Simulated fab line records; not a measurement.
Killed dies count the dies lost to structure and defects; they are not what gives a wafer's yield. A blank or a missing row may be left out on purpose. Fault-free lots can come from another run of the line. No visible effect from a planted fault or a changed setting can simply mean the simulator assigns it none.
Lot-split experiment / flow berkeley cmos170 / on a route of 331 steps: 5 lots, 23 wafers read

ON THE SPLIT
At UCB170_PWELL_COAT_08 (resist thk 900 nm), the setting spin rpm was moved away from the recipe's 1500 rpm on 9 of the 23 wafers read, by -7.3% to -3.3%. For the rest of the wafers, this setting stayed at what the recipe calls for.

FROM THE SPLIT TO THE READING: what the file shows between them, 3 steps
- UCB170_PWELL_SOFTBAKE_09: time 60 s
- UCB170_PWELL_EXPOSE_10: exposes mask PWELL, target cd 3000 nm
- UCB170_PWELL_DEVELOP_12: develop time 45 s

THE READING
KrF_of_PWELL_COAT_08.thk nm (the simulator's own value, which no gauge read), in nm, at UCB170_PWELL_ETCH_14 (etches Si3N4 in CH3F/Ar/O2, stops on SiO2, target depth 242 nm, time 151 s). No usual value for it is given in the file. The 14 wafers here that ran the recipe average 719.6 nm, standard deviation 6.4 nm.

wafer=L075.2; tool, chamber at the split=litho track-04, 0; spin rpm as run, rpm=1500; against the recipe=recipe; KrF_of_PWELL_COAT_08.thk nm, nm=723; against lot-mates on the recipe=-
wafer=L075.3; tool, chamber at the split=litho track-04, 0; spin rpm as run, rpm=1411; against the recipe=-5.9%; KrF_of_PWELL_COAT_08.thk nm, nm=754.9; against lot-mates on the recipe=+28.2
wafer=L075.4; tool, chamber at the split=litho track-04, 0; spin rpm as run, rpm=1411; against the recipe=-5.9%; KrF_of_PWELL_COAT_08.thk nm, nm=746.4; against lot-mates on the recipe=+19.8
wafer=L075.5; tool, chamber at the split=litho track-04, 0; spin rpm as run, rpm=1500; against the recipe=recipe; KrF_of_PWELL_COAT_08.thk nm, nm=730.3; against lot-mates on the recipe=-
wafer=L075.6; tool, chamber at the split=litho track-04, 0; spin rpm as run, rpm=1411; against the recipe=-5.9%; KrF_of_PWELL_COAT_08.thk nm, nm=743.2; against lot-mates on the recipe=+16.6
wafer=L076.1; tool, chamber at the split=litho track-02, 0; spin rpm as run, rpm=1500; against the recipe=recipe; KrF_of_PWELL_COAT_08.thk nm, nm=711; against lot-mates on the recipe=-
wafer=L076.2; tool, chamber at the split=litho track-02, 0; spin rpm as run, rpm=1500; against the recipe=recipe; KrF_of_PWELL_COAT_08.thk nm, nm=723.8; against lot-mates on the recipe=-
wafer=L076.4; tool, chamber at the split=litho track-02, 0; spin rpm as run, rpm=1500; against the recipe=recipe; KrF_of_PWELL_COAT_08.thk nm, nm=711.1; against lot-mates on the recipe=-
wafer=L076.5; tool, chamber at the split=litho track-02, 0; spin rpm as run, rpm=1500; against the recipe=recipe; KrF_of_PWELL_COAT_08.thk nm, nm=720.2; against lot-mates on the recipe=-
wafer=L076.6; tool, chamber at the split=litho track-02, 0; spin rpm as run, rpm=1500; against the recipe=recipe; KrF_of_PWELL_COAT_08.thk nm, nm=706.8; against lot-mates on the recipe=-
wafer=L079.1; tool, chamber at the split=litho track-02, 0; spin rpm as run, rpm=1500; against the recipe=recipe; KrF_of_PWELL_COAT_08.thk nm, nm=727.6; against lot-mates on the recipe=-
wafer=L079.4; tool, chamber at the split=litho track-02, 0; spin rpm as run, rpm=1500; against the recipe=recipe; KrF_of_PWELL_COAT_08.thk nm, nm=718; against lot-mates on the recipe=-
wafer=L079.6; tool, chamber at the split=litho track-02, 0; spin rpm as run, rpm=1500; against the recipe=recipe; KrF_of_PWELL_COAT_08.thk nm, nm=721.4; against lot-mates on the recipe=-
wafer=L081.1; tool, chamber at the split=litho track-03, 0; spin rpm as run, rpm=1450; against the recipe=-3.3%; KrF_of_PWELL_COAT_08.thk nm, nm=743; against lot-mates on the recipe=+22.1
wafer=L081.2; tool, chamber at the split=litho track-03, 0; spin rpm as run, rpm=1500; against the recipe=recipe; KrF_of_PWELL_COAT_08.thk nm, nm=717.7; against lot-mates on the recipe=-
wafer=L081.3; tool, chamber at the split=litho track-03, 0; spin rpm as run, rpm=1450; against the recipe=-3.3%; KrF_of_PWELL_COAT_08.thk nm, nm=725.6; against lot-mates on the recipe=+4.8
wafer=L081.4; tool, chamber at the split=litho track-03, 0; spin rpm as run, rpm=1500; against the recipe=recipe; KrF_of_PWELL_COAT_08.thk nm, nm=724; against lot-mates on the recipe=-
wafer=L081.5; tool, chamber at the split=litho track-03, 0; spin rpm as run, rpm=1450; against the recipe=-3.3%; KrF_of_PWELL_COAT_08.thk nm, nm=732.7; against lot-mates on the recipe=+11.9
wafer=L084.1; tool, chamber at the split=litho track-02, 0; spin rpm as run, rpm=1500; against the recipe=recipe; KrF_of_PWELL_COAT_08.thk nm, nm=722.7; against lot-mates on the recipe=-
wafer=L084.2; tool, chamber at the split=litho track-02, 0; spin rpm as run, rpm=1391; against the recipe=-7.3%; KrF_of_PWELL_COAT_08.thk nm, nm=764.5; against lot-mates on the recipe=+44.9
wafer=L084.3; tool, chamber at the split=litho track-02, 0; spin rpm as run, rpm=1391; against the recipe=-7.3%; KrF_of_PWELL_COAT_08.thk nm, nm=761.6; against lot-mates on the recipe=+42.0
wafer=L084.5; tool, chamber at the split=litho track-02, 0; spin rpm as run, rpm=1500; against the recipe=recipe; KrF_of_PWELL_COAT_08.thk nm, nm=716.5; against lot-mates on the recipe=-
wafer=L084.6; tool, chamber at the split=litho track-02, 0; spin rpm as run, rpm=1391; against the recipe=-7.3%; KrF_of_PWELL_COAT_08.thk nm, nm=757.1; against lot-mates on the recipe=+37.5

FIT RESULTS
A straight line over all 23 wafers: KrF_of_PWELL_COAT_08.thk nm changes by -5.3 nm for each +1% of spin rpm; r = -0.93; the points scatter about the line by 6.6 nm.
The same after taking each lot's own level away (the mean of its wafers on the recipe; 23 wafers): -4.86 nm for each +1%; r = -0.92; scatter 6.4 nm.
Per that fit: largest spin rpm move, reading shift of 35 nm.
Measured against the standard deviation above, the lots' own levels, which go from 714.58 to 726.65 nm, span 1.9 times it.
The two slopes agree, so the slope changes little with the lot-to-lot level.
Check: +32.5 nm against its lot-mates is what the line predicts for one of the wafers moved furthest among these (-7.3%) when that wafer is left out of the fit. Against them it came out at +44.9 nm.

ADDITIONAL SPLITS CARRIED BY THESE WAFERS
Other splits were also applied to these wafers ahead of the reading. Each is held against what the fit with the lots' levels taken away leaves over:
other split on the same wafers=UCB170_START_OXIDATION_02 temp c; wafers away from the commonest value=18; r with KrF_of_PWELL_COAT_08.thk nm (lot level and that fit taken away)=-0.32
other split on the same wafers=UCB170_NWELL_IMPLANT_14 dose cm2; wafers away from the commonest value=8; r with KrF_of_PWELL_COAT_08.thk nm (lot level and that fit taken away)=-0.25

THE WHOLE CHAIN: every reading that the file lists as answering this split, in the file's order
step=UCB170_PWELL_COAT_08; what it does=resist thk 900 nm; reading=KrF_of_PWELL_COAT_08.thk nm (the simulator's own value, which no gauge read); change (the file's fit)=-4.53 nm for each +1% of the setting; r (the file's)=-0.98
step=UCB170_PWELL_ETCH_14; what it does=etches Si3N4 in CH3F/Ar/O2, stops on SiO2, target depth 242 nm, time 151 s; reading=KrF_of_PWELL_COAT_08.thk nm (the simulator's own value, which no gauge read); change (the file's fit)=-4.76 nm for each +1% of the setting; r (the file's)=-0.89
step=UCB170_PWELL_STRIP_16; what it does=strips in O2; reading=strip time to endpoint s; change (the file's fit)=withheld for each +1% of the setting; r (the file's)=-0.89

FILE'S OWN FIT
KrF_of_PWELL_COAT_08.thk nm changes by -4.76 nm for each +1% of spin rpm, r = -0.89.
